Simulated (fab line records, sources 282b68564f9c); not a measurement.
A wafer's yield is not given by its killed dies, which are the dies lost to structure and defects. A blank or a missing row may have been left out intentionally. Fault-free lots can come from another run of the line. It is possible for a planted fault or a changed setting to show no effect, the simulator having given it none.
fab line records ; flow rit_cmos
[record] lots = 7; wafers = 21; last_day = 7
route steps=202 shown PSD@144 SDANNEAL@153 M1@202
lots that met no fault: taken from a fault-free run of the same line
start_h: hours from the record's first day to the start of the lot's first wafer shown ; wait_h: how many hours have passed since the lot's step before this one ; " repeats the value in the row above ; L1.1+2: one row covering several wafers at once ; - no value present, or no start provided ; * or withheld: withheld ; < > ~ a bound
route shown NAME@n: names a module that has steps shown in the file, with the first one's number in the route ; usual: mean and standard deviation over wafers with no fault ; same: alike in all rows ; chamber/n: place in a boat ; sites: the reading at each site ; _std_site: how widely they spread, as a standard deviation ; _edge_site: mean of outer sites minus mean of inner sites ; radius_mm: for every site, how far away it sits from the centre of the wafer ; mask NAME#n: copy n ; behind: the tool/chamber that last shaped the wafer ; hold: why the lot went on hold/how many hours it stayed there/how the hold came to an end ; device: whichever transistor did not switch (one of n, p or np) ; end of line: tests of these same wafers at the route's end ; where a step has no rows: the recipe by itself ; killed: dies that structure and defects cost at the first sort, which is not the same as the wafer's yield ; map: the dies of a wafer, with x for killed, . for not killed, _ for no die there
set.NAME: the run value of the setting; set.NAME@STEP: its run value at that earlier step ; model.NAME: the simulator's own value behind a step, which no gauge read
lots seen at some steps along the route; tables by step, rows by wafer
services: the hour from which a tool's chamber was out of use, counted from the record's first day as start_h (under 0 if before that day), plus the number of hours and why
[[steps]]
[step RIT_PSD_SOFTBAKE_02]
[recipe] resist = NOVOLAK; temp_c = 90; time_s = 60
[step RIT_PSD_EXPOSE_03]
[recipe] mask_id = M10; na = 0.57; target_cd_nm = 40900; dose_mj = 250
[step RIT_PSD_PEB_04]
[recipe] resist = NOVOLAK; temp_c = withheld; time_s = withheld
[step RIT_PSD_DEVELOP_05]
[recipe] resist = NOVOLAK; develop_time_s = 50; dev_temp_c = 23
[step RIT_PSD_OVL_MEAS_06]
[usual] PSD_OVL = 0.1/1.4
lot.wafer;tool;chamber;start_h;wait_h;PSD_OVL[nm]
L724.3;overlay-02;-;57.41;-;-1.6
L724.5;overlay-02;-;57.41;-;-2.2
L724.6;overlay-02;-;57.41;-;0.3
L731.3;overlay-01;-;91.59;-;-1.7
L731.4;overlay-01;-;91.59;-;-0.1
L731.6;overlay-01;-;91.59;-;0.9
L734.1;overlay-02;-;104.98;-;0.6
L734.3;overlay-02;-;104.98;-;1.8
L734.6;overlay-02;-;104.98;-;2.1
L736.2;overlay-01;-;114.73;-;-0.5
L736.5;overlay-01;-;114.73;-;1.0
L736.6;overlay-01;-;114.73;-;0.7
L738.2;overlay-01;-;128.13;-;1.7
L738.3;overlay-01;-;128.13;-;1.8
L738.4;overlay-01;-;128.13;-;3.1
L743.2;overlay-02;-;157.83;-;-1.9
L743.3;overlay-02;-;157.83;-;-0.3
L743.4;overlay-02;-;157.83;-;-2.3
L745.2;overlay-01;-;167.78;-;1.1
L745.4;overlay-01;-;167.78;-;0.7
L745.6;overlay-01;-;167.78;-;3.2
[step RIT_PSD_HARDBAKE_07]
[recipe] resist = NOVOLAK; temp_c = 140; time_s = 60
[step RIT_PSD_IMPLANT_08]
[recipe] species = BF2; energy_kev = 27; dose_cm2 = 5e+15; tilt_deg = 7
[step RIT_PSD_STRIP_09]
[recipe] chemistry = O2; time_s = 180; resist = NOVOLAK; platen_temp_c = withheld; power_w = 500; pressure_mtorr = 4000; o2_flow_sccm = 4000
[usual] drypump_motor_current_A = 5.9/0.6
lot.wafer;tool;chamber;start_h;wait_h;drypump_motor_current_A;rf_hours_counter_h
L724.3;plasma_asher-02;0;57.88;0.1;5.4;-
L724.5;plasma_asher-02;0;57.88;0.1;5.4;-
L724.6;plasma_asher-02;1;57.88;0.1;6.5;-
L731.3;plasma_asher-04;1;91.97;0.1;5.2;-
L731.4;plasma_asher-04;0;91.97;0.1;6.6;-
L731.6;plasma_asher-04;0;91.97;0.1;6.6;-
L734.1;plasma_asher-04;0;105.32;0.1;6.7;52
L734.3;plasma_asher-04;0;105.32;0.1;6.7;-
L734.6;plasma_asher-04;1;105.32;0.1;5.2;-
L736.2;plasma_asher-01;0;115.06;0.1;5.7;52
L736.5;plasma_asher-01;1;115.06;0.1;6.3;-
L736.6;plasma_asher-01;0;115.06;0.1;5.7;-
L738.2;plasma_asher-04;1;128.46;0.1;5.2;1
L738.3;plasma_asher-04;0;128.46;0.1;6.6;-
L738.4;plasma_asher-04;1;128.46;0.1;5.2;-
L743.2;plasma_asher-02;1;158.16;0.1;6.5;35
L743.3;plasma_asher-02;0;158.16;0.1;5.4;-
L743.4;plasma_asher-02;1;158.16;0.1;6.5;-
L745.2;plasma_asher-02;0;168.11;0.1;5.4;36
L745.4;plasma_asher-02;0;168.11;0.1;5.4;-
L745.6;plasma_asher-02;1;168.11;0.1;6.5;-
[step RIT_PSD_TW_MEAS_10]
[usual] PSD_TW = 3449/43
lot.wafer;tool;chamber;start_h;wait_h;PSD_TW
L724.3;film_metro-01;-;58.01;0.1;3486
L724.5;film_metro-01;-;58.01;0.1;3479
L724.6;film_metro-01;-;58.01;0.1;3489
L731.3;film_metro-03;-;92.11;0.1;3457
L731.4;film_metro-03;-;92.11;0.1;3465
L731.6;film_metro-03;-;92.11;0.1;3454
L734.1;film_metro-03;-;105.49;0.1;3469
L734.3;film_metro-03;-;105.49;0.1;3461
L734.6;film_metro-03;-;105.49;0.1;3468
L736.2;film_metro-01;-;115.25;0.1;3465
L736.5;film_metro-01;-;115.25;0.1;3449
L736.6;film_metro-01;-;115.25;0.1;3453
L738.2;film_metro-04;-;128.64;0.1;3414
L738.3;film_metro-04;-;128.64;0.1;3386
L738.4;film_metro-04;-;128.64;0.1;3395
L743.2;film_metro-01;-;158.35;0.1;3477
L743.3;film_metro-01;-;158.35;0.1;3490
L743.4;film_metro-01;-;158.35;0.1;3465
L745.2;film_metro-04;-;168.30;0.1;3355
L745.4;film_metro-04;-;168.30;0.1;3363
L745.6;film_metro-04;-;168.30;0.1;3380
[step RIT_SDANNEAL_CLEAN_00]
[recipe] chemistry = SC1; mix = 3:3:50; time_s = 579.2; temp_c = 75
[step RIT_SDANNEAL_CLEAN_01]
[recipe] chemistry = dHF; dilution = 50:1; time_s = 30
[step RIT_SDANNEAL_CLEAN_02]
[recipe] chemistry = SC2; mix = 3:3:50; time_s = 600; temp_c = 75; dry = n2_spin
[step RIT_SDANNEAL_RTA_03]
[recipe] temp_c = 1050; time_s = 4.891; idle_temp_c = 600; ramp_up_c_per_s = 342; ramp_down_c_per_s = 171; cool_to_c = 600; ambient = N2
[usual] wafer_temp_C_max = 1053.7/1.2
lot.wafer;tool;chamber;start_h;wait_h;wafer_temp_C_max
L724.3;rtp_anneal-01;0;58.63;0.0;1052.9
L724.5;rtp_anneal-01;0;58.63;0.0;1053.5
L724.6;rtp_anneal-01;0;58.63;0.0;1054.8
L731.3;rtp_anneal-02;0;92.53;0.0;1054.2
L731.4;rtp_anneal-02;0;92.53;0.0;1055.3
L731.6;rtp_anneal-02;0;92.53;0.0;1054.8
L734.1;rtp_anneal-02;0;105.92;0.0;989.0
L734.3;rtp_anneal-02;0;105.92;0.0;988.7
L734.6;rtp_anneal-02;0;105.92;0.0;987.1
L736.2;rtp_anneal-02;0;115.71;0.0;988.0
L736.5;rtp_anneal-02;0;115.71;0.0;988.0
L736.6;rtp_anneal-02;0;115.71;0.0;988.0
L738.2;rtp_anneal-02;0;129.42;0.0;988.9
L738.3;rtp_anneal-02;0;129.42;0.0;986.5
L738.4;rtp_anneal-02;0;129.42;0.0;991.0
L743.2;rtp_anneal-01;0;158.77;0.0;1054.3
L743.3;rtp_anneal-01;0;158.77;0.0;1053.7
L743.4;rtp_anneal-01;0;158.77;0.0;1053.3
L745.2;rtp_anneal-01;0;168.74;0.0;1054.2
L745.4;rtp_anneal-01;0;168.74;0.0;1056.1
L745.6;rtp_anneal-01;0;168.74;0.0;1052.8
[step RIT_SDANNEAL_RS_MEAS_04]
[recipe] thk_meas_gauge = four-point-probe
[usual] PSD_RS = 116.3/0.33
lot.wafer;tool;chamber;start_h;wait_h;hold;PSD_RS[ohm/sq]
L724.3;film_metro-01;-;58.71;0.1;-;116.2
L724.5;film_metro-01;-;58.71;0.1;-;116.6
L724.6;film_metro-01;-;58.71;0.1;-;116.4
L731.3;film_metro-01;-;92.61;0.1;-;117.0
L731.4;film_metro-01;-;92.61;0.1;-;117.0
L731.6;film_metro-01;-;92.61;0.1;-;117.4
L734.1;film_metro-03;-;105.98;0.0;await_dispo/0.2h/release;165.7
L734.3;film_metro-03;-;105.98;0.0;await_dispo/0.2h/release;165.9
L734.6;film_metro-03;-;105.98;0.0;await_dispo/0.2h/release;165.9
L734.1;film_metro-03;-;106.34;0.3;-;166.2
L734.3;film_metro-03;-;106.34;0.3;-;166.2
L734.6;film_metro-03;-;106.34;0.3;-;165.6
L736.2;film_metro-01;-;115.77;0.1;await_dispo/0.2h/release;166.6
L736.5;film_metro-01;-;115.77;0.1;await_dispo/0.2h/release;166.0
L736.6;film_metro-01;-;115.77;0.1;await_dispo/0.2h/release;166.8
L736.2;film_metro-01;-;116.13;0.3;-;166.9
L736.5;film_metro-01;-;116.13;0.3;-;166.5
L736.6;film_metro-01;-;116.13;0.3;-;166.4
L738.2;film_metro-04;-;129.49;0.1;await_dispo/0.2h/release;166.1
L738.3;film_metro-04;-;129.49;0.1;await_dispo/0.2h/release;165.7
L738.4;film_metro-04;-;129.49;0.1;await_dispo/0.2h/release;166.0
L738.2;film_metro-04;-;129.85;0.3;-;166.2
L738.3;film_metro-04;-;129.85;0.3;-;166.1
L738.4;film_metro-04;-;129.85;0.3;-;166.1
L743.2;film_metro-03;-;158.84;0.1;-;116.2
L743.3;film_metro-03;-;158.84;0.1;-;116.1
L743.4;film_metro-03;-;158.84;0.1;-;116.1
L745.2;film_metro-04;-;168.81;0.1;-;115.8
L745.4;film_metro-04;-;168.81;0.1;-;116.3
L745.6;film_metro-04;-;168.81;0.1;-;116.0
[step RIT_M1_PROBE_99]
[usual] defect_limited_yield = 97.5/1.1; killed_at_M0_to_M3 = 0.0/0.14; killed_at_contacts = 0.1/0.3; killed_at_front_end = 6.5/2.9; killed_dies = 6.6/3; killed_open = 3.3/2; killed_short = 3.3/1.9; sort_bin_3_pad_short = 0.1/0.2; sort_bin_5_function = 1.4/0.78; sort_bin_6_memory = 1.0/0.71; sort_n_pass = 257.4/3; sort_yield_pct = 97.5/1.1
[same] gross_dies = 264; killed_at_M4_up = 0; killed_at_back_side = 0; killed_at_other = 0
lot.wafer;tool;chamber;start_h;wait_h;defect_limited_yield[%];killed_at_M0_to_M3;killed_at_contacts;killed_at_front_end;killed_dies;killed_open;killed_short;sort_bin_3_pad_short[%];sort_bin_5_function[%];sort_bin_6_memory[%];sort_n_pass;sort_yield_pct[%]
L724.3;prober-02;-;66.28;0.2;96.2;0;0;10;10;5;5;0;3.0;0.8;254.0;96.2
L724.5;prober-02;-;66.38;0.2;96.6;0;0;9;9;5;4;0;1.1;2.3;255.0;96.6
L724.6;prober-02;-;66.43;0.2;97.7;0;1;5;6;3;3;0;2.3;0;258.0;97.7
L731.3;prober-01;-;100.09;0.2;98.1;0;0;5;5;1;4;0;1.1;0.8;259.0;98.1
L731.4;prober-01;-;100.14;0.2;97.7;0;0;6;6;2;4;0;1.5;0.8;258.0;97.7
L731.6;prober-01;-;100.24;0.2;98.9;0;0;3;3;0;3;0;0.8;0.4;261.0;98.9
L743.2;prober-01;-;166.97;0.1;97.3;0;0;7;7;3;4;0.4;1.9;0.4;257.0;97.3
L743.3;prober-01;-;167.02;0.2;97.0;0;0;8;8;4;4;0.8;0.8;1.5;256.0;97.0
L743.4;prober-01;-;167.07;0.2;97.3;0;0;7;7;5;2;0.4;0.8;1.5;257.0;97.3
// killed by level:class
L724.3 GATE:geometric_particle:short=5 GATE:geometric_particle:open=3 SPACER:geometric_particle:open=2
L724.5 GATE:geometric_particle:open=4 GATE:geometric_particle:short=4 FOX1:geometric_particle:open=1
L724.6 GATE:geometric_particle:short=3 FOX2:geometric_particle:open=1 SPACER:geometric_particle:open=1 CONTACT:geometric_particle:open=1
L731.3 GATE:geometric_particle:short=2 ACTIVE:geometric_particle:short=1 FOX1:geometric_particle:short=1 GATE:geometric_particle:open=1
L731.4 GATE:geometric_particle:short=2 FOX1:geometric_particle:short=1 GATE:geometric_particle:open=1 SILICIDE:geometric_particle:open=1 SILICIDE:geometric_particle:short=1
L731.6 SPACER:geometric_particle:short=2 GATE:geometric_particle:short=1
L743.2 GATE:geometric_particle:short=2 FOX1:geometric_particle:open=1 FOX1:geometric_particle:short=1 FOX2:geometric_particle:open=1 GATE:geometric_particle:open=1 SPACER:geometric_particle:short=1
L743.3 SILICIDE:geometric_particle:short=2 SPACER:geometric_particle:open=2 SILICIDE:geometric_particle:open=2 GATE:geometric_particle:short=1 SPACER:geometric_particle:short=1
L743.4 GATE:geometric_particle:open=3 FOX1:geometric_particle:open=1 GATE:geometric_particle:short=1 SPACER:geometric_particle:short=1 SPACER:geometric_particle:open=1
[[services]]
tool;chamber;start_h;hours;kind
rtp_anneal-01;-;102.32;4.2;pm
plasma_asher-04;-;108.75;9.0;pm
plasma_asher-04;0;108.75;9.0;vent_cycle
plasma_asher-04;1;108.75;9.0;vent_cycle
plasma_asher-04;0;117.75;-;clean
plasma_asher-04;1;117.75;-;clean
[[key]]
[first_sign] step = RIT_SDANNEAL_RTA_03; reading = wafer_temp_C_max; direction = down; sigmas = 56; usual = *; struck = *
[effect] step = RIT_SDANNEAL_RS_MEAS_04; reading = visit; direction = added
[effect] step = RIT_SDANNEAL_RS_MEAS_04; reading = PSD_RS; direction = up; sigmas = 99+; usual = 116.3; struck = 166.1
met_at RIT_SDANNEAL_RTA_03
struck_wafers L734.1,L734.3,L734.6,L736.2,L736.5,L736.6,L738.2,L738.3,L738.4
scrapped_behind RIT_SDANNEAL_RS_MEAS_04 L734.1,L734.3,L734.6,L736.2,L736.5,L736.6,L738.2,L738.3,L738.4
onset_between 92.53 105.92
[fault] kind = process_parameter_drift; tool = rtp_anneal-02; chamber = -; onset_h = 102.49; steps = RIT_SDANNEAL_RTA_03; channel = temp_c; offset = *; shape = step; end_h = 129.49; acts_in = *; stated = *
